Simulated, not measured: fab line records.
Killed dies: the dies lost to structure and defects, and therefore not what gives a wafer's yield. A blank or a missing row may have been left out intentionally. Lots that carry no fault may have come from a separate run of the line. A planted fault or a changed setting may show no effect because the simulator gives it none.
fab line records ; flow rit_cmos
record lots=5; wafers=15; last_day=6
route steps=202 shown CONTACT@171 M1@184
lots with no fault: from the same line, run without faults
start_h: the number of hours between the record's first day and the start of the first shown wafer of the lot ; wait_h: time in hours since the lot's previous step ; " the same as in the row above ; L1.1+2: a single row standing in for several wafers ; - value missing, or start not given ; * or withheld: withheld ; < > ~ a bound
route shown NAME@n: names a module that has steps shown in the file, with the first one's number in the route ; usual: mean/standard deviation of fault-free wafers ; same: alike in all rows ; chamber/n: place in a boat ; sites: per-site readings ; _std_site: their standard deviation ; _edge_site: mean of outer sites minus mean of inner sites ; radius_mm: for every site, how far away it sits from the centre of the wafer ; mask NAME#n: copy n ; behind: the tool/chamber that last shaped the wafer ; hold: reason for holding the lot/hours on hold/outcome of the hold ; device: names the non-switching transistor (n, p or np) ; end of line: tests run on the same wafers once the route is complete ; step lacking rows: just its recipe ; killed: not the wafer's yield, but the dies lost to structure and defects at the first sort ; map: dies across one wafer; x = killed, . = not, _ = none there
set.NAME: the setting that was run; set.NAME@STEP: the one run at that earlier step ; model.NAME: the simulator's own value behind a step, which no gauge read
lots at some steps of the route; a table a step, a row a wafer
services: a tool's chamber out of use, with start hour (start_h, from the record's first day; less than 0 if before it), hours out, and reason
## steps
# step RIT_CONTACT_COAT_03
# recipe resist=NOVOLAK; spin_rpm=3250; resist_thk_nm=1000
# step RIT_CONTACT_SOFTBAKE_04
# recipe resist=NOVOLAK; temp_c=90; time_s=60
# step RIT_CONTACT_EXPOSE_05
# recipe mask_id=M11; na=0.6; source_shape=conventional; sigma_outer=0.5; target_cd_nm=1000; dose_mj=250
# step RIT_CONTACT_PEB_06
# recipe resist=NOVOLAK; temp_c=withheld; time_s=withheld
# step RIT_CONTACT_DEVELOP_07
# recipe resist=NOVOLAK; develop_time_s=120; dev_temp_c=23
# step RIT_CONTACT_CD_MEAS_08
# recipe target_cd_nm=1000
# usual cd_nm=998.9/2.5
lot.wafer;tool;chamber;start_h;wait_h;cd_nm
L892.4;cd_sem-01;-;61.76;-;998.6
L892.5;cd_sem-01;-;61.76;-;995.8
L892.6;cd_sem-01;-;61.76;-;997.4
L903.2;cd_sem-02;-;111.48;-;1000.5
L903.3;cd_sem-02;-;111.48;-;996.2
L903.5;cd_sem-02;-;111.48;-;999.5
L905.1;cd_sem-01;-;121.76;-;1001.3
L905.3;cd_sem-01;-;121.76;-;1002.3
L905.6;cd_sem-01;-;121.76;-;1004.2
L906.1;cd_sem-01;-;126.77;-;995.2
L906.2;cd_sem-01;-;126.77;-;997.2
L906.5;cd_sem-01;-;126.77;-;997.5
L907.1;cd_sem-02;-;131.74;-;1000.2
L907.2;cd_sem-02;-;131.74;-;996.4
L907.5;cd_sem-02;-;131.74;-;998.0
# step RIT_CONTACT_OVL_MEAS_09
# usual CONTACT_OVL=-1.2/1.5
lot.wafer;tool;chamber;start_h;wait_h;CONTACT_OVL[nm]
L892.4;overlay-01;-;61.84;0.1;-2.2
L892.5;overlay-01;-;61.84;0.1;-2.6
L892.6;overlay-01;-;61.84;0.1;-3.0
L903.2;overlay-01;-;111.58;0.1;-2.0
L903.3;overlay-01;-;111.58;0.1;-0.8
L903.5;overlay-01;-;111.58;0.1;0.0
L905.1;overlay-01;-;121.88;0.1;-1.9
L905.3;overlay-01;-;121.88;0.1;-1.9
L905.6;overlay-01;-;121.88;0.1;0.3
L906.1;overlay-02;-;126.89;0.1;-1.4
L906.2;overlay-02;-;126.89;0.1;-0.8
L906.5;overlay-02;-;126.89;0.1;0.0
L907.1;overlay-02;-;131.86;0.1;-2.8
L907.2;overlay-02;-;131.86;0.1;-3.5
L907.5;overlay-02;-;131.86;0.1;-4.5
# step RIT_CONTACT_HARDBAKE_10
# recipe resist=NOVOLAK; temp_c=140; time_s=60
# step RIT_CONTACT_ETCH_11
# recipe target_depth_a=4800; over_etch_frac=0.2; stop_on=TiSi2; chemistry=CHF3/CF4/Ar; target=SiO2; CHF3_flow_sccm=50; cf4_flow_sccm=10; Ar_flow_sccm=100; O2_flow_sccm=5; pressure_mtorr=100; rf_w=200; time_s=320
# usual CHF3_flow_sccm=49.98/0.14; cf4_flow_sccm=10.00/0.032; drypump_motor_current_A=5.6/0.41; oes_product_au=0.991/0.012; throttle_valve_pct=8.89/0.17
# same over_etch_frac=0.2
lot.wafer;tool;chamber;start_h;wait_h;CHF3_flow_sccm;cf4_flow_sccm;drypump_motor_current_A;oes_product_au;rf_hours_counter_h;throttle_valve_pct
L892.4;rie_diel-01;3;62.01;0.1;49.98;9.93;5.2;0.992;6;9.09
L892.5;rie_diel-01;0;62.01;0.1;49.83;9.98;6.0;1.002;-;8.71
L892.6;rie_diel-01;1;62.01;0.1;49.99;10.06;5.7;0.975;-;8.78
L903.2;rie_diel-04;2;111.76;0.1;50.02;9.99;5.1;1.023;128;8.97
L903.3;rie_diel-04;3;111.76;0.1;50.21;9.99;5.8;1.000;58;8.99
L903.5;rie_diel-04;0;111.76;0.1;49.90;9.96;4.8;0.990;-;8.61
L905.1;rie_diel-03;0;122.07;0.1;49.87;10.02;5.2;0.988;66;9.12
L905.3;rie_diel-03;2;122.07;0.1;50.29;10.05;5.6;0.985;56;8.63
L905.6;rie_diel-03;0;122.07;0.1;49.91;10.07;5.2;0.994;-;9.12
L906.1;rie_diel-04;1;127.08;0.1;49.91;9.98;6.0;0.975;92;9.11
L906.2;rie_diel-04;3;127.08;0.1;50.15;9.98;5.8;0.998;58;8.99
L906.5;rie_diel-04;3;127.08;0.1;50.03;9.97;5.8;0.999;-;9.00
L907.1;rie_diel-01;2;132.05;0.1;49.87;10.00;5.8;0.989;19;9.00
L907.2;rie_diel-01;1;132.05;0.1;50.22;10.02;5.7;0.980;92;8.78
L907.5;rie_diel-01;3;132.05;0.1;49.80;10.04;5.2;0.993;-;9.11
# step RIT_CONTACT_STRIP_12
# recipe chemistry=O2; time_s=180; resist=NOVOLAK; platen_temp_c=withheld; power_w=500; pressure_mtorr=4000; o2_flow_sccm=4000
# usual drypump_motor_current_A=6.21/0.29; rf_refl_power_W=7.2/1.5
lot.wafer;tool;chamber;start_h;wait_h;drypump_motor_current_A;rf_hours_counter_h;rf_refl_power_W
L892.4;plasma_asher-02;0;62.26;0.2;6.38;-;8.4
L892.5;plasma_asher-02;0;62.26;0.2;6.38;-;8.3
L892.6;plasma_asher-02;1;62.26;0.2;6.30;-;8.9
L903.2;plasma_asher-02;1;111.96;0.1;6.28;45;9.1
L903.3;plasma_asher-02;1;111.96;0.1;6.32;-;9.2
L903.5;plasma_asher-02;1;111.96;0.1;6.31;-;9.0
L905.1;plasma_asher-02;0;122.26;0.1;6.40;47;8.1
L905.3;plasma_asher-02;0;122.26;0.1;6.36;-;8.1
L905.6;plasma_asher-02;0;122.26;0.1;6.37;-;8.1
L906.1;plasma_asher-02;1;127.27;0.1;6.33;48;8.7
L906.2;plasma_asher-02;0;127.27;0.1;6.34;48;8.2
L906.5;plasma_asher-02;0;127.27;0.1;6.38;-;7.8
L907.1;plasma_asher-03;1;132.25;0.1;5.66;35;6.1
L907.2;plasma_asher-03;0;132.25;0.1;5.73;35;4.7
L907.5;plasma_asher-03;1;132.25;0.1;5.65;-;5.9
# step RIT_CONTACT_CD_MEAS_90
# recipe target_cd_nm=1000
# usual cd_nm=998.8/2.5
lot.wafer;tool;chamber;start_h;wait_h;cd_nm
L892.4;cd_sem-02;-;62.44;0.1;998.0
L892.5;cd_sem-02;-;62.44;0.1;995.9
L892.6;cd_sem-02;-;62.44;0.1;997.0
L903.2;cd_sem-02;-;112.15;0.1;1000.0
L903.3;cd_sem-02;-;112.15;0.1;996.1
L903.5;cd_sem-02;-;112.15;0.1;999.4
L905.1;cd_sem-02;-;122.43;0.1;1001.6
L905.3;cd_sem-02;-;122.43;0.1;1002.0
L905.6;cd_sem-02;-;122.43;0.1;1004.2
L906.1;cd_sem-02;-;127.45;0.1;994.9
L906.2;cd_sem-02;-;127.45;0.1;997.7
L906.5;cd_sem-02;-;127.45;0.1;997.8
L907.1;cd_sem-02;-;132.42;0.1;999.9
L907.2;cd_sem-02;-;132.42;0.1;996.8
L907.5;cd_sem-02;-;132.42;0.1;998.3
# step RIT_CONTACT_CLEAN_13
# recipe chemistry=SC1; mix=3:3:50; time_s=600; temp_c=75
# step RIT_CONTACT_CLEAN_14
# recipe chemistry=SC2; mix=3:3:50; time_s=600; temp_c=75; dry=n2_spin
lot.wafer;tool;chamber;start_h;wait_h
L892.4+5+6;wet_bench-03;0;62.67;0.0
L903.2+3+5;wet_bench-03;0;112.45;0.0
L905.1+3+6;wet_bench-04;3;122.73;0.0
L906.1+2+5;wet_bench-02;0;127.74;0.0
L907.1+2+5;wet_bench-03;1;132.72;0.0
# step RIT_M1_SPUTTER_00
# recipe material=Al; target_thk_nm=400; power_w=2000; chamber_pressure_pa=0.4; gas=Ar; time_s=500; substrate_temp_c=25
# usual throttle_valve_pct=30.1/0.8
lot.wafer;tool;chamber;start_h;wait_h;throttle_valve_pct
L892.4;pvd_sputter-03;-;62.85;0.0;29.8
L892.5;pvd_sputter-03;-;62.85;0.0;29.9
L892.6;pvd_sputter-03;-;62.85;0.0;29.5
L903.2;pvd_sputter-04;-;112.64;0.0;30.1
L903.3;pvd_sputter-04;-;112.64;0.0;31.9
L903.5;pvd_sputter-04;-;112.64;0.0;30.2
L905.1;pvd_sputter-01;-;122.92;0.0;29.6
L905.3;pvd_sputter-01;-;122.92;0.0;30.7
L905.6;pvd_sputter-01;-;122.92;0.0;29.7
L906.1;pvd_sputter-04;-;127.92;0.0;30.3
L906.2;pvd_sputter-04;-;127.92;0.0;31.5
L906.5;pvd_sputter-04;-;127.92;0.0;30.1
L907.1;pvd_sputter-01;-;132.89;0.0;30.8
L907.2;pvd_sputter-01;-;132.89;0.0;29.3
L907.5;pvd_sputter-01;-;132.89;0.0;30.7
# step RIT_M1_RS_MEAS_01
# recipe thk_meas_gauge=four-point-probe; reads=Al_of_M1_SPUTTER_00
# usual M1_AL_RS=0.0734/0.00073
lot.wafer;tool;chamber;start_h;wait_h;M1_AL_RS[ohm/sq]
L892.4;film_metro-01;-;63.20;0.2;0.0725
L892.5;film_metro-01;-;63.20;0.2;0.0724
L892.6;film_metro-01;-;63.20;0.2;0.0721
L903.2;film_metro-02;-;112.95;0.2;0.0733
L903.3;film_metro-02;-;112.95;0.2;0.0732
L903.5;film_metro-02;-;112.95;0.2;0.0731
L905.1;film_metro-01;-;123.21;0.1;0.0733
L905.3;film_metro-01;-;123.21;0.1;0.0730
L905.6;film_metro-01;-;123.21;0.1;0.0726
L906.1;film_metro-01;-;128.21;0.1;0.0741
L906.2;film_metro-01;-;128.21;0.1;0.0736
L906.5;film_metro-01;-;128.21;0.1;0.0734
L907.1;film_metro-03;-;133.18;0.1;0.0732
L907.2;film_metro-03;-;133.18;0.1;0.0735
L907.5;film_metro-03;-;133.18;0.1;0.0725
# step RIT_M1_THK_MEAS_02
# recipe thk_meas_gauge=xrf; reads=Al_of_M1_SPUTTER_00
# usual M1_AL_THK=400/3.9
lot.wafer;tool;chamber;start_h;wait_h;M1_AL_THK[nm]
L892.4;film_metro-01;-;63.29;0.1;404
L892.5;film_metro-01;-;63.29;0.1;403
L892.6;film_metro-01;-;63.29;0.1;409
L903.2;film_metro-02;-;113.06;0.1;399
L903.3;film_metro-02;-;113.06;0.1;400
L903.5;film_metro-02;-;113.06;0.1;399
L905.1;film_metro-01;-;123.33;0.1;398
L905.3;film_metro-01;-;123.33;0.1;403
L905.6;film_metro-01;-;123.33;0.1;406
L906.1;film_metro-01;-;128.33;0.1;395
L906.2;film_metro-01;-;128.33;0.1;399
L906.5;film_metro-01;-;128.33;0.1;402
L907.1;film_metro-03;-;133.30;0.1;403
L907.2;film_metro-03;-;133.30;0.1;401
L907.5;film_metro-03;-;133.30;0.1;407
# step RIT_M1_HMDS_03
# recipe prime_time_s=60; prime_temp_c=140
# step RIT_M1_COAT_04
# recipe resist=NOVOLAK; spin_rpm=2000; resist_thk_nm=1300
# step RIT_M1_SOFTBAKE_05
# recipe resist=NOVOLAK; temp_c=90; time_s=60
# step RIT_M1_EXPOSE_06
# recipe mask_id=M12; na=0.6; source_shape=conventional; sigma_outer=0.5; target_cd_nm=2600; dose_mj=250
# step RIT_M1_PEB_07
# recipe resist=NOVOLAK; temp_c=withheld; time_s=withheld
# step RIT_M1_DEVELOP_08
# recipe resist=NOVOLAK; develop_time_s=68; dev_temp_c=23
# step RIT_M1_CD_MEAS_09
# recipe target_cd_nm=2600
# usual cd_nm=2600.6/2.3
lot.wafer;tool;chamber;start_h;wait_h;cd_nm
L892.4;cd_sem-02;-;64.37;-;2599.8
L892.5;cd_sem-02;-;64.37;-;2598.9
L892.6;cd_sem-02;-;64.37;-;2600.8
L903.2;cd_sem-02;-;114.14;-;2602.4
L903.3;cd_sem-02;-;114.14;-;2602.7
L903.5;cd_sem-02;-;114.14;-;2606.0
L905.1;cd_sem-02;-;124.40;-;2600.5
L905.3;cd_sem-02;-;124.40;-;2601.7
L905.6;cd_sem-02;-;124.40;-;2598.9
L906.1;cd_sem-01;-;129.27;-;2599.9
L906.2;cd_sem-01;-;129.27;-;2599.8
L906.5;cd_sem-01;-;129.27;-;2600.8
L907.1;cd_sem-01;-;134.37;-;2598.1
L907.2;cd_sem-01;-;134.37;-;2599.5
L907.5;cd_sem-01;-;134.37;-;2597.0
# step RIT_M1_OVL_MEAS_10
# usual M1_OVL=-0.2/1.4
lot.wafer;tool;chamber;start_h;wait_h;M1_OVL[nm]
L892.4;overlay-01;-;64.45;0.1;1.1
L892.5;overlay-01;-;64.45;0.1;2.3
L892.6;overlay-01;-;64.45;0.1;1.2
L903.2;overlay-02;-;114.24;0.1;0.2
L903.3;overlay-02;-;114.24;0.1;0.0
L903.5;overlay-02;-;114.24;0.1;2.1
L905.1;overlay-01;-;124.52;0.1;1.1
L905.3;overlay-01;-;124.52;0.1;0.7
L905.6;overlay-01;-;124.52;0.1;1.0
L906.1;overlay-02;-;129.39;0.1;-2.5
L906.2;overlay-02;-;129.39;0.1;-1.2
L906.5;overlay-02;-;129.39;0.1;-1.9
L907.1;overlay-01;-;134.49;0.1;0.0
L907.2;overlay-01;-;134.49;0.1;0.6
L907.5;overlay-01;-;134.49;0.1;-1.1
# step RIT_M1_HARDBAKE_11
# recipe resist=NOVOLAK; temp_c=140; time_s=120
# step RIT_M1_METAL_ETCH_12
# recipe stop_on=SiO2; chemistry=Cl2/BCl3; target=Al; time_s=165; over_etch_frac=0.5; pressure_mtorr=100; target_depth_a=6000; rf_w=250; Cl2_flow_sccm=60; bcl3_flow_sccm=50
# usual drypump_motor_current_A=5.6/0.56; oes_product_au=0.776/0.015; throttle_valve_pct=8.27/0.065
# same over_etch_frac=0.5
lot.wafer;tool;chamber;start_h;wait_h;drypump_motor_current_A;oes_product_au;rf_hours_counter_h;throttle_valve_pct
L892.4;rie_metal-01;0;64.77;0.1;6.2;0.792;-;8.35
L892.5;rie_metal-01;1;64.77;0.1;4.6;0.801;-;8.24
L892.6;rie_metal-01;0;64.77;0.1;6.2;0.797;-;8.35
L903.2;rie_metal-03;0;114.52;0.2;5.5;0.757;3;8.35
L903.3;rie_metal-03;1;114.52;0.2;6.1;0.761;-;8.22
L903.5;rie_metal-03;1;114.52;0.2;6.1;0.767;-;8.20
L905.1;rie_metal-04;0;124.81;0.2;5.3;0.794;31;8.17
L905.3;rie_metal-04;0;124.81;0.2;5.3;0.801;-;8.17
L905.6;rie_metal-04;1;124.81;0.2;5.6;0.780;-;8.25
L906.1;rie_metal-03;1;129.68;0.2;6.1;0.756;3;8.21
L906.2;rie_metal-03;0;129.68;0.2;5.5;0.758;3;8.35
L906.5;rie_metal-03;0;129.68;0.2;5.5;0.763;-;8.35
L907.1;rie_metal-01;0;134.78;0.2;6.2;0.785;1;8.35
L907.2;rie_metal-01;1;134.78;0.2;4.6;0.792;1;8.24
L907.5;rie_metal-01;0;134.78;0.2;6.2;0.789;-;8.33
# step RIT_M1_STRIP_13
# recipe chemistry=nmp; resist=NOVOLAK; temp_c=80; time_s=600; dry=n2_spin
# step RIT_M1_STRIP_14
# recipe chemistry=O2; time_s=180; platen_temp_c=withheld; power_w=500; pressure_mtorr=4000; o2_flow_sccm=4000
# usual drypump_motor_current_A=6.1/0.42; rf_refl_power_W=7.5/1.1
lot.wafer;tool;chamber;start_h;wait_h;drypump_motor_current_A;rf_hours_counter_h;rf_refl_power_W
L892.4;plasma_asher-01;0;65.12;0.1;5.5;-;7.0
L892.5;plasma_asher-01;1;65.12;0.1;5.5;-;7.4
L892.6;plasma_asher-01;0;65.12;0.1;5.4;-;6.9
L903.2;plasma_asher-02;1;114.88;0.0;6.3;46;9.1
L903.3;plasma_asher-02;0;114.88;0.0;6.4;-;7.9
L903.5;plasma_asher-02;0;114.88;0.0;6.4;-;8.3
L905.1;plasma_asher-04;1;125.16;0.0;6.1;1;6.2
L905.3;plasma_asher-04;1;125.16;0.0;6.2;-;6.2
L905.6;plasma_asher-04;1;125.16;0.0;6.1;-;6.6
L906.1;plasma_asher-04;1;130.03;0.0;6.1;1;6.2
L906.2;plasma_asher-04;0;130.03;0.0;6.6;1;6.2
L906.5;plasma_asher-04;0;130.03;0.0;6.6;-;5.8
L907.1;plasma_asher-02;0;135.11;0.0;6.4;48;7.8
L907.2;plasma_asher-02;1;135.11;0.0;6.3;48;9.3
L907.5;plasma_asher-02;1;135.11;0.0;6.3;-;9.1
# step RIT_M1_CD_MEAS_90
# recipe target_cd_nm=2600
# usual cd_nm=2601.4/2.6
lot.wafer;tool;chamber;start_h;wait_h;cd_nm
L892.4;cd_sem-01;-;65.29;0.1;2601.2
L892.5;cd_sem-01;-;65.29;0.1;2600.6
L892.6;cd_sem-01;-;65.29;0.1;2603.0
L903.2;cd_sem-02;-;115.07;0.1;2604.3
L903.3;cd_sem-02;-;115.07;0.1;2603.9
L903.5;cd_sem-02;-;115.07;0.1;2606.5
L905.1;cd_sem-02;-;125.33;0.1;2602.0
L905.3;cd_sem-02;-;125.33;0.1;2603.9
L905.6;cd_sem-02;-;125.33;0.1;2598.8
L906.1;cd_sem-02;-;130.21;0.1;2598.2
L906.2;cd_sem-02;-;130.21;0.1;2599.6
L906.5;cd_sem-02;-;130.21;0.1;2601.1
L907.1;cd_sem-02;-;135.29;0.1;2597.9
L907.2;cd_sem-02;-;135.29;0.1;2599.6
L907.5;cd_sem-02;-;135.29;0.1;2596.8
# step RIT_M1_ANNEAL_15
# recipe temp_c=450; time_s=1800; ambient=forming_gas_H2N2
# step RIT_M1_BOW_MEAS_16
# recipe mode=bow
# usual M1_BOW=16/6.3
lot.wafer;tool;chamber;start_h;wait_h;M1_BOW[um]
L892.4;film_metro-02;-;68.61;0.1;6
L892.5;film_metro-02;-;68.61;0.1;22
L892.6;film_metro-02;-;68.61;0.1;12
L903.2;film_metro-03;-;117.42;0.0;22
L903.3;film_metro-03;-;117.42;0.0;14
L903.5;film_metro-03;-;117.42;0.0;14
L905.1;film_metro-02;-;127.96;0.0;17
L905.3;film_metro-02;-;127.96;0.0;14
L905.6;film_metro-02;-;127.96;0.0;21
L906.1;film_metro-03;-;131.83;0.0;16
L906.2;film_metro-03;-;131.83;0.0;21
L906.5;film_metro-03;-;131.83;0.0;11
L907.1;film_metro-02;-;136.91;0.0;17
L907.2;film_metro-02;-;136.91;0.0;28
L907.5;film_metro-02;-;136.91;0.0;8
# step RIT_M1_PROBE_99
# usual killed_at_contacts=0.0/0.22; killed_at_front_end=7/3.2; killed_dies=7/3.2; killed_on_rim=1.7/1.3; killed_open=3.2/2.1; killed_short=3.5/2.2
# same gross_dies=264; killed_at_M0_to_M3=0; killed_at_M4_up=0; killed_at_back_side=0; killed_at_other=0
lot.wafer;tool;chamber;start_h;wait_h;killed_at_contacts;killed_at_front_end;killed_dies;killed_on_rim;killed_open;killed_short
L892.4;prober-01;-;68.82;0.2;0;9;9;2;4;5
L892.5;prober-01;-;68.87;0.2;1;4;5;3;1;3
L892.6;prober-01;-;68.92;0.2;0;14;14;5;4;10
L903.2;prober-02;-;117.57;0.1;36;1;37;5;0;1
L903.3;prober-02;-;117.62;0.2;34;6;40;3;2;4
L903.5;prober-02;-;117.72;0.2;36;4;40;4;3;1
L905.1;prober-02;-;128.08;0.1;0;6;6;0;4;2
L905.3;prober-02;-;128.18;0.2;0;10;10;1;9;1
L905.6;prober-02;-;128.33;0.2;0;7;7;3;3;4
L906.1;prober-01;-;131.95;0.1;0;7;7;4;5;2
L906.2;prober-01;-;132.00;0.1;0;6;6;2;2;4
L906.5;prober-01;-;132.15;0.2;0;2;2;1;1;1
L907.1;prober-02;-;137.03;0.1;0;6;6;2;4;2
L907.2;prober-02;-;137.08;0.1;0;8;8;2;5;3
L907.5;prober-02;-;137.23;0.2;0;10;10;1;8;2
# killed by level:class
L892.4 FOX2:geometric_particle:open=2 GATE:geometric_particle:short=2 SILICIDE:geometric_particle:short=2 FOX2:geometric_particle:short=1 GATE:geometric_particle:open=1 REOX:geometric_particle:open=1
L892.5 GATE:geometric_particle:short=2 GATE:geometric_particle:open=1 CONTACT:geometric_particle:short=1 NRETRO:coat_microbubble_printed=1
L892.6 GATE:geometric_particle:short=6 GATE:geometric_particle:open=2 SPACER:geometric_particle:short=2 FOX1:geometric_particle:short=1 FOX2:geometric_particle:short=1 REOX:geometric_particle:open=1 SPACER:geometric_particle:open=1
L903.2 CONTACT:unspecified=36 SILICIDE:geometric_particle:short=1
L903.3 CONTACT:unspecified=34 REOX:geometric_particle:short=2 REOX:geometric_particle:open=2 GATE:geometric_particle:short=1 SILICIDE:geometric_particle:short=1
L903.5 CONTACT:unspecified=36 GATE:geometric_particle:open=1 SPACER:geometric_particle:open=1 SILICIDE:geometric_particle:short=1 SILICIDE:geometric_particle:open=1
L905.1 GATE:geometric_particle:open=2 SILICIDE:geometric_particle:short=2 REOX:geometric_particle:open=1 SPACER:geometric_particle:open=1
L905.3 GATE:geometric_particle:open=3 FOX1:geometric_particle:open=2 FOX2:geometric_particle:open=2 REOX:geometric_particle:open=1 SPACER:geometric_particle:short=1 SILICIDE:geometric_particle:open=1
L905.6 REOX:geometric_particle:short=2 FOX1:geometric_particle:short=1 FOX1:geometric_particle:open=1 FOX2:geometric_particle:short=1 GATE:geometric_particle:open=1 REOX:geometric_particle:open=1
L906.1 SILICIDE:geometric_particle:open=2 FOX1:geometric_particle:open=1 FOX2:geometric_particle:open=1 GATE:geometric_particle:short=1 GATE:geometric_particle:open=1 SILICIDE:geometric_particle:short=1
L906.2 REOX:geometric_particle:short=2 GATE:geometric_particle:open=1 GATE:geometric_particle:short=1 REOX:geometric_particle:open=1 SILICIDE:geometric_particle:short=1
L906.5 FOX2:geometric_particle:open=1 GATE:geometric_particle:short=1
L907.1 GATE:geometric_particle:open=2 GATE:geometric_particle:short=2 SILICIDE:geometric_particle:open=2
L907.2 GATE:geometric_particle:open=4 GATE:geometric_particle:short=3 SPACER:geometric_particle:open=1
L907.5 GATE:geometric_particle:open=5 SPACER:geometric_particle:open=2 ACTIVE:geometric_particle:open=1 GATE:geometric_particle:short=1 SPACER:geometric_particle:short=1
# map L903.3 (x killed, . not)
________......._______
_____.............____
____.....x..x......___
___.................__
__....x.............._
__...............x..._
_.x...................
_..............xxxxxx.
_.............xxxxx...
_............xxxxxxxx.
__...........xxxxxxxx_
__............xxxxx.._
___............x.x..__
____............x..___
_____.............____
________......._______
# map L907.5 (x killed, . not)
________......._______
_____.............____
____............x..___
___.................__
__..................._
__..................._
_................xx...
_..............x......
_...............xx....
_..................x..
__......x....x......._
__..................._
___.................__
____..............x___
_____.............____
________......._______
## services
tool;chamber;start_h;hours;kind
pvd_sputter-01;-;51.87;2.8;repair
rie_metal-01;-;94.27;4.0;pm
rie_diel-03;3;99.23;-;clean
rie_diel-03;3;99.23;21.1;scheduled_down
rie_diel-03;3;99.23;21.1;vent_cycle
plasma_asher-01;-;106.44;15.6;pm
plasma_asher-04;-;108.75;9.0;pm
plasma_asher-04;0;108.75;9.0;vent_cycle
plasma_asher-04;1;108.75;9.0;vent_cycle
rie_diel-04;-;112.47;14.6;pm
plasma_asher-04;0;117.75;-;clean
plasma_asher-04;1;117.75;-;clean
rie_metal-03;-;118.30;2.8;pm
pvd_sputter-04;-;121.44;1.5;repair
rie_diel-03;3;129.09;17.9;repair
rie_diel-04;0;131.56;10.0;repair
plasma_asher-01;-;131.99;10.1;repair
## key
first_sign step=RIT_M1_PROBE_99; reading=killed_at_contacts; direction=up; sigmas=35; usual=0.0; struck=35.3
effect step=RIT_M1_PROBE_99; reading=killed_dies; direction=up; sigmas=10; usual=7; struck=39
met_at RIT_CONTACT_CLEAN_14
struck_wafers L903.2,L903.3,L903.5
tester_left_out L903
onset_between 62.67 112.45
fault kind=chamber_particle_source; tool=wet_bench-03; chamber=0; onset_h=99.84; steps=RIT_CONTACT_CLEAN_14; rate_per_visit_cm2=1.13; end_h=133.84
# tester_left_out: of these lots the tester's yield and bins aren't shown, on N5 and GAA mostly nor the transistor test; their killed dies are dies lost to structure and defects alone, not to doping, threshold or leakage, so they don't give the yield
